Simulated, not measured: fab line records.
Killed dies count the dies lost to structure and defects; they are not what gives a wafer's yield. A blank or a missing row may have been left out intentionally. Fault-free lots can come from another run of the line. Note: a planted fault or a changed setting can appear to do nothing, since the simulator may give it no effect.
Chamber matching    flow berkeley-cmos170    UCB170_GATE_ETCH_15 on rie-si-01: 4 sister chambers
The step etches poly-Si in HBr/Cl2, stops on SiO2, time 56.3 s, target depth 278.2 nm. 16 wafers are shown with their chamber, then 8 later ones without.

WAFERS, EACH WITH ITS CHAMBER
wafer   chamber  throttle-valve-pct (%)  drypump-motor-current-A (A)  he-backside-leak-sccm (sccm)
L847.3  2        26.26                   6.4                          3.25
L847.4  2        26.26                   6.4                          3.20
L847.6  3        26.69                   5.2                          2.78
L854.1  2        26.27                   6.3                          3.12
L854.4  3        26.71                   5.1                          2.48
L854.5  3        26.70                   5.2                          2.60
L851.1  3        26.70                   5.2                          2.51
L851.2  0        26.63                   6.2                          3.07
L851.3  2        26.25                   6.3                          3.14
L860.3  2        26.25                   6.4                          3.06
L860.5  1        26.46                   6.0                          2.44
L860.6  0        26.65                   6.2                          3.20
L861.3  0        26.62                   6.2                          3.10
L861.5  0        26.64                   6.2                          3.07
L861.6  2        26.27                   6.4                          3.06
L862.1  2        26.25                   6.4                          3.11

SIGNATURES (averages over the wafers above)
reading                  chamber 0  chamber 1  chamber 2  chamber 3  scatter within a chamber
throttle-valve-pct       26.6350    26.4600    26.2586    26.7000    0.00994
drypump-motor-current-A  6.200      6.000      6.371      5.175      0.0426
he-backside-leak-sccm    3.1100     2.4400     3.1343     2.5925     0.0893
Rule: for each reading, subtract the chamber's mean from the wafer's reading, divide by that reading's scatter and square the result; add these up over the readings and take the root, which gives the wafer's distance from the chamber. If the next closest chamber is less than 2 further off than the closest, the wafer can't be placed; otherwise it belongs to the closest. The scatter is the square root of a quotient: the sum, over the shown wafers, of each reading's squared deviation from its chamber's mean, divided by wafers minus chambers.

WAFERS WITHOUT THEIR CHAMBER
wafer   throttle-valve-pct (%)  drypump-motor-current-A (A)  he-backside-leak-sccm (sccm)
L862.4  26.27                   6.4                          3.06
L862.6  26.47                   6.0                          2.51
L865.2  26.24                   6.4                          3.06
L865.3  26.63                   6.2                          2.99
L865.5  26.64                   6.2                          3.08
L869.2  26.26                   6.4                          3.05
L869.4  26.48                   6.0                          2.40
L869.5  26.48                   6.0                          2.37

THE CHAMBER EACH PASSED THROUGH
wafer   from the rows above  in truth
L862.4  2                    2
L862.6  1                    1
L865.2  2                    2
L865.3  0                    0
L865.5  0                    0
L869.2  2                    2
L869.4  1                    1
L869.5  1                    1
Correct placement for 8 of the 8. Not placeable from these rows: 0. Placed wrongly: 0.
